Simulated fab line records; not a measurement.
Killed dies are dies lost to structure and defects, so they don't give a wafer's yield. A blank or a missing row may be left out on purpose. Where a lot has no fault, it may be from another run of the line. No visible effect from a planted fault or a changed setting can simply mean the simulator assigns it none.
Problem report, 8D (eight disciplines) form, completed by code / flow berkeley-cmos170 / the parts of the form that need people (team, actions taken, sign-off) are left out

## 1. PROBLEM STATEMENT
Wafers without a fault read 56.80 W, standard deviation 0.043; heater-power-total-W at UCB170_PWELL_PEB_11 reads a mean of 70.05 W on 9 wafers belonging to 3 lots. So: +99 or more standard deviations from the usual mean.
The first sign was on wafer L597.1 at day 5 21:00, on litho-track-02. At this step, 45 wafers from 15 lots have a number in the record. Rule for "out", or "out of limits": more than 4 standard deviations from the usual mean. The rest of the wafers with a number are treated as sound.

## 2. WHAT IT IS, WHAT IT ISN'T
question=which readings at this step | is=heater-power-total-W | is not=-
question=which lots | is=L597, L598, L603 | is not=L587, L589, L590, L591, L592, L594, L595, L596, L604, L608, L609, L610
question=which wafers of those lots | is=all that have a number | is not=-
question=read on which tools | is=litho-track-02 | is not=litho-track-03, litho-track-04
question=when | is=from day 5 21:00 | is not=up to then (24 sound wafers); but 12 sound wafers of L604, L608, L609, L610 came after

## 3. THE SUSPECTS, EACH WITH WHAT RULES IT OUT
Counting: a tool at a process step up to the reading stays a suspect if it ran every lot that is out and no sound lot after the first of them.
- litho-track-02 at UCB170_PWELL_PEB_11: kept. Every lot that is out went through it, starting with L597 (day 5 21:00), and after that it ran no sound lot; the last sound lot it ran before then is L596 (day 5 04:04). Its own readings are out on those wafers: heater-power-total-W.
Left after counting: litho-track-02 at UCB170_PWELL_PEB_11.

## 4. THE CAUSE (what the simulator had put in)
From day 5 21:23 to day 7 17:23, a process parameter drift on litho-track-02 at UCB170_PWELL_PEB_11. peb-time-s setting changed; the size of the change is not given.
Counting left only this tool.

## 5. SEQUENCE OF EFFECTS, ordered by route
Each row: a reading where the mean over the struck wafers with a number is more than 3 standard deviations away from the usual. Only readings whose record carries a usual standard deviation are examined. hours: median over the lots of the time between each lot's start at the first step of this table that gives one and its start at this step. sigmas: the change, counted in usual standard deviations.
hours=0; step=UCB170_PWELL_PEB_11; reading=heater-power-total-W; usual=56.80 W; on struck wafers=70.05; change=+13.25; sigmas=+99 or more
The process steps in it:
- UCB170_PWELL_PEB_11

## 6. WHAT WOULD HAVE CAUGHT IT SOONER
In this record the first reading out of limits was taken at day 5 21:00.
